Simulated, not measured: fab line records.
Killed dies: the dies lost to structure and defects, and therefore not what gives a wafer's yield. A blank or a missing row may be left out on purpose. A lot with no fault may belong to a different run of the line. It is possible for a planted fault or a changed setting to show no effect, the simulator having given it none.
2 desks looking at one fault	flow berkeley-cmos170	only its own numbers are on each desk; what lay behind them is given at the end

## DESK OF THE TOOL OWNER: implanter-02
UCB170_PFIELD_IMPLANT_07, tool's own readings: per-lot mean of the sampled wafers with a number, covering each lot this tool ran. Marked OUT: a lot whose mean sits more than 4 standard deviations from the usual mean, which makes it out of limits; the brackets give that distance.
Columns: A = beam-energy-keV at UCB170_PFIELD_IMPLANT_07, usual 80.003
lot	first seen here	A
L962	day 5 03:58	80.021
L970	day 6 11:29	80.012
L971	day 6 18:51	87.266 (+99 or more) OUT
L973	day 7 13:23	87.288 (+99 or more) OUT
Finding of this desk: L971, L973 out of limits; the first was L971 at day 6 18:51, on beam-energy-keV at UCB170_PFIELD_IMPLANT_07. L962, L970 stayed within limits.

## FROM THE METROLOGY DESK
Lot by lot, what the gauges showed, no matter which tool ran the lot: averages of those sampled wafers that carry a number. Marked OUT: a lot whose mean sits more than 4 standard deviations from the usual mean, which makes it out of limits; the brackets give that distance.
Columns: A = NWELL_OVL at UCB170_NWELL_OVL_MEAS_12, usual 0 nm; B = PWELL_OXIDE_THK at UCB170_PWELL_THK_MEAS_03, usual 26.2 nm; C = PVT_TW at UCB170_PVT_TW_MEAS_09, usual 509
lot	first seen here	A	B	C
L962	day 2 14:56	2	26.3	504
L963	day 3 13:20	-2	27.0	511
L964	day 3 13:33	2	26.1	512
L965	day 3 22:52	5	25.9	504
L966	day 4 02:10	9	26.0	505
L970	day 4 09:44	-4	26.4	512
L971	day 4 15:37	1	26.6	509
L973	day 4 23:35	-6	26.4	503
L977	day 5 18:13	7	25.8	513
L980	day 6 10:02	0	25.8	512
L981	day 6 13:05	0	25.6	503
L982	day 6 16:34	0	25.6	509
L983	day 7 00:47	1	26.1	506
L984	day 7 03:45	2	26.3	509
This desk's finding: nothing out of limits on any of the 14 lots.

## ALL TOGETHER
The tool owner's desk had the chance to raise an alarm at day 6 18:51 on L971, L973.
Nothing out of limits was seen by the metrology desk.
The metrology desk holds a record of L971, L973, inside its limits.
UCB170_PFIELD_IMPLANT_07 was run on implanter-02 by each of the lots named.

## WHAT THE SIMULATOR PUT IN
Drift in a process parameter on implanter-02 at UCB170_PFIELD_IMPLANT_07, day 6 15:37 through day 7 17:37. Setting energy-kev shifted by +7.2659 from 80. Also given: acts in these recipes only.
Lots struck among those shown: L971, L973.
Delay in hours, fault start to first out-of-limits reading, by desk: the tool owner's desk at 3.
